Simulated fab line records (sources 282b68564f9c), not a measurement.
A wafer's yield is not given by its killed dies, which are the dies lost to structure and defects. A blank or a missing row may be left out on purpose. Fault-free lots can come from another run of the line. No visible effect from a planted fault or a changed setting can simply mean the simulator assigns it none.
8D (eight disciplines) problem report, filled in by code || flow rit-cmos || the parts of the form that need people (team, actions taken, sign-off) are left out

## 1. PROBLEM STATEMENT
ACTIVE_NITRIDE_THK at RIT_ACTIVE_THK_MEAS_04 reads a mean of 189.9 nm on 3 wafers of 1 lot; wafers without a fault read 151.4 nm with a standard deviation of 1.6. That puts it +24 standard deviations away from the usual mean.
Earliest sighting: wafer L341.4 on film-metro-03 at day 3 16:57. The record holds 39 wafers of 13 lots with a number at this step. Rule for "out" (also "out of limits"): further than 4 standard deviations from the usual mean. The rest of the wafers with a number are treated as sound.

## 2. WHAT IT IS, AND WHAT IT ISN'T
{"question": "which readings at this step", "is": "ACTIVE_NITRIDE_THK", "is not": "-"}
{"question": "which lots", "is": "L341", "is not": "L331, L332, L333, L334, L335, L336, L340, L343, L349, L351, L352, L353"}
{"question": "which wafers of those lots", "is": "all that have a number", "is not": "-"}
{"question": "read on which gauges", "is": "film-metro-03", "is not": "film-metro-01, film-metro-04"}
{"question": "when", "is": "from day 3 16:57", "is not": "up to then (21 sound wafers); but 15 sound wafers of L343, L349, L351, L352, L353 came after"}

## 3. SUSPECTS, AND WHAT RULES EACH OUT
Counting: a tool at a process step up to the reading stays a suspect if it ran every lot that is out and no sound lot after the first of them.
- the gauge at RIT_ACTIVE_THK_MEAS_04 is ruled out. All the wafers that are out were read on film-metro-03, but those of them that RIT_ACTIVE_CVD_03 has rows for are out there too, on other tools.
- lpcvd-02 at RIT_ACTIVE_CVD_03 (deposits Si3N4 from SiH2Cl2/NH3, target thk 150 nm, time 1500 s): kept. It ran the lot that is out, L341 (day 3 15:31), and no sound lot after that; its last sound lot up to then is L336 (day 2 13:26). On those wafers its own readings are out: spike-tc-centre-C, spike-tc-load-C, spike-tc-source-C.
After counting, what remains is lpcvd-02 at RIT_ACTIVE_CVD_03.

## 4. THE CAUSE (what the simulator had put in)
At RIT_ACTIVE_CVD_03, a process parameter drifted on lpcvd-02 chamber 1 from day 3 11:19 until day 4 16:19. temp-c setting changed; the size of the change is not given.
Counting left only this tool.

## 5. THE EFFECT CHAIN, in route order
Rows list readings where the struck wafers' mean (over those with a number) sits beyond 3 standard deviations from the usual. Readings are gone through only where the record gives a usual standard deviation; hours: the median, over the lots, of the time from a lot's start at the first step in this table giving one to that lot's start at this step; sigmas: the change measured in usual standard deviations.
{"hours": 0, "step": "RIT_ACTIVE_CVD_03", "reading": "spike-tc-centre-C", "usual": "812.5 C", "on struck wafers": 824.8, "change": "+12.3", "sigmas": "+10"}
{"hours": 0, "step": "RIT_ACTIVE_CVD_03", "reading": "spike-tc-load-C", "usual": "832.1 C", "on struck wafers": 844.5, "change": "+12.4", "sigmas": "+5.9"}
{"hours": 0, "step": "RIT_ACTIVE_CVD_03", "reading": "spike-tc-source-C", "usual": "830.3 C", "on struck wafers": 846.8, "change": "+16.5", "sigmas": "+6.3"}
{"hours": 1, "step": "RIT_ACTIVE_THK_MEAS_04", "reading": "ACTIVE_NITRIDE_THK", "usual": "151.4 nm", "on struck wafers": 189.9, "change": "+38.5", "sigmas": "+24"}
{"hours": 6, "step": "RIT_ACTIVE_ETCH_13", "reading": "oes-product-au", "usual": "0.824 a.u.", "on struck wafers": 0.957, "change": "+0.133", "sigmas": "+10"}
Here are the process steps it includes:
- RIT_ACTIVE_CVD_03: deposits Si3N4 from SiH2Cl2/NH3, target thk 150 nm, time 1500 s.
- RIT_ACTIVE_ETCH_13: etches Si3N4 in SF6, stops on SiO2, time 210 s, target depth 210 nm.

## 6. HOW IT WOULD HAVE BEEN CAUGHT EARLIER
In this record the first reading out of limits at a measuring or inspecting step was taken at day 3 16:57, 6 hours after the fault began at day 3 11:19.
The tool's own readings at RIT_ACTIVE_CVD_03 were out on every struck wafer that the step has a row for (spike-tc-centre-C, spike-tc-load-C, spike-tc-source-C): an alarm limit on them would have fired on the first of those.
The start of RIT_ACTIVE_CVD_03 on lpcvd-02 came by day 3 16:57 for every one of the lots that are out (1). A hold on the tool at that time would have spared none of them.
